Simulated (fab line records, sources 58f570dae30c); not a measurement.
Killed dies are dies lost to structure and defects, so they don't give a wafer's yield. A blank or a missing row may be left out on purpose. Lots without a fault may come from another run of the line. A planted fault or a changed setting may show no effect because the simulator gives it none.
Which tool did it? | flow berkeley_cmos170 | 9 lots, 27 wafers sampled, at 5 steps of a route of 331

WHAT THE GAUGES READ, wafer by wafer
UCB170_PWELL_THK_MEAS_03.
lot  | measured    | on            | PWELL_OXIDE_THK (nm)
L168 | day 2 22:31 | film_metro-03 | 27.4 27.5 27.6
L169 | day 2 22:32 | film_metro-02 | 27.6 27.2 27.5
L170 | day 3 19:27 | film_metro-03 | 27.3 27.1 27.2
L172 | day 4 01:47 | film_metro-04 | 25.9 25.3 26.1
L171 | day 4 01:49 | film_metro-03 | 25.9 25.7 26.0
L174 | day 4 07:08 | film_metro-03 | 25.7 25.5 25.7
L175 | day 4 07:09 | film_metro-02 | 26.9 26.8 27.0
L173 | day 4 07:13 | film_metro-03 | 26.0 25.8 26.0
L176 | day 4 14:54 | film_metro-02 | 27.5 27.0 27.5

UCB170_PWELL_TW_MEAS_17.
lot  | measured    | on            | PWELL_TW
L168 | day 3 09:38 | film_metro-04 | 383.2 381.3 382.4
L169 | day 3 09:51 | film_metro-02 | 379.4 379.8 381.5
L170 | day 4 07:44 | film_metro-04 | 382.0 380.6 380.9
L172 | day 4 12:28 | film_metro-02 | 381.9 381.8 382.1
L171 | day 4 11:46 | film_metro-04 | 379.7 383.1 381.7
L174 | day 4 14:20 | film_metro-04 | 649.4 649.4 648.6
L175 | day 4 14:29 | film_metro-02 | 645.2 651.5 645.5
L173 | day 4 14:24 | film_metro-02 | 648.4 646.8 649.2
L176 | day 4 23:55 | film_metro-02 | 649.4 652.4 649.1

UCB170_WELLDRIVE_THK_MEAS_02.
lot  | measured    | on            | WELLDRIVE_OXIDE_THK (nm)
L168 | day 3 22:57 | film_metro-03 | 200 199 198
L169 | day 3 23:01 | film_metro-04 | 205 205 201
L170 | day 4 22:53 | film_metro-03 | 203 206 205
L172 | day 5 03:18 | film_metro-03 | 203 208 205
L171 | day 5 03:16 | film_metro-03 | 195 197 195
L174 | day 5 03:19 | film_metro-01 | 201 198 200
L175 | day 5 03:22 | film_metro-03 | 200 202 199
L173 | day 5 03:17 | film_metro-01 | 202 198 200
L176 | day 5 14:22 | film_metro-04 | 196 196 197

UCB170_NVT_OVL_MEAS_06.
lot  | measured    | on         | NVT_OVL (nm)
L168 | day 6 09:17 | overlay-01 | 0 2 3
L169 | day 6 08:59 | overlay-01 | -1 0 -7
L170 | day 7 10:36 | overlay-02 | 8 5 13
L172 | day 7 10:40 | overlay-02 | 8 2 1
L171 | day 7 10:38 | overlay-01 | 6 1 -2
L174 | day 7 10:19 | overlay-02 | 10 2 11
L175 | day 7 10:53 | overlay-01 | 3 2 1
L173 | day 7 10:22 | overlay-01 | -1 -1 0
L176 | day 8 01:51 | overlay-02 | 0 2 5

WHICH TOOL RAN EACH LOT (tool, then ch and the chambers of the sampled wafers, then the start)
lot  | UCB170_PWELL_IMPLANT_15
L168 | implanter-03 ch 0, day 3 09:23
L169 | implanter-03 ch 0, day 3 09:37
L170 | implanter-03 ch 0, day 4 07:29
L172 | implanter-02 ch 0, day 4 12:13
L171 | implanter-04 ch 0, day 4 11:32
L174 | implanter-02 ch 0, day 4 14:05
L175 | implanter-02 ch 0, day 4 14:15
L173 | implanter-03 ch 0, day 4 14:11
L176 | implanter-04 ch 0, day 4 23:40
- UCB170_PWELL_IMPLANT_15

WHAT THE TOOLS THEMSELVES READ (means of the sampled wafers that have a number; where no wafer has one, the mark that the record gives instead)
UCB170_PWELL_IMPLANT_15.
lot  | tool         | faraday_current_uA | tilt_deg (degrees)
L168 | implanter-03 | 15.7               | 7.009
L169 | implanter-03 | 15.7               | 7.006
L170 | implanter-03 | 15.8               | 6.993
L172 | implanter-02 | 15.9               | 6.999
L171 | implanter-04 | 15.5               | 7.024
L174 | implanter-02 | 15.9               | 6.980
L175 | implanter-02 | 15.9               | 7.011
L173 | implanter-03 | 15.7               | 6.993
L176 | implanter-04 | 15.6               | 7.015

THE ANSWER, worked out from the rows above alone
Rule: what is usual is taken from the lots themselves. Put in order of their means at a reading, lots are off if they are a third of the lots or fewer, leave a main group of 4 or more, and stand apart from it by a gap of 3 or more times the standard deviation of the main group's means; of several such gaps the widest counts. A main group whose means are all the same, to the digits that the tables above print for the reading, isn't used. A lot without any number at a reading at which 4 lots or more have one is off too. The other lots that the step has rows for count as sound. The gauges are gone through in route order, then the tools' own readings, and for those a lot's mean is taken as printed above. The first step at which some lot is off is used, and at that step the reading that is off furthest; a lot without a number counts as furthest.
No lot is off at any reading shown: from this, nothing can be told.

WHAT THE SIMULATOR HAD PUT IN
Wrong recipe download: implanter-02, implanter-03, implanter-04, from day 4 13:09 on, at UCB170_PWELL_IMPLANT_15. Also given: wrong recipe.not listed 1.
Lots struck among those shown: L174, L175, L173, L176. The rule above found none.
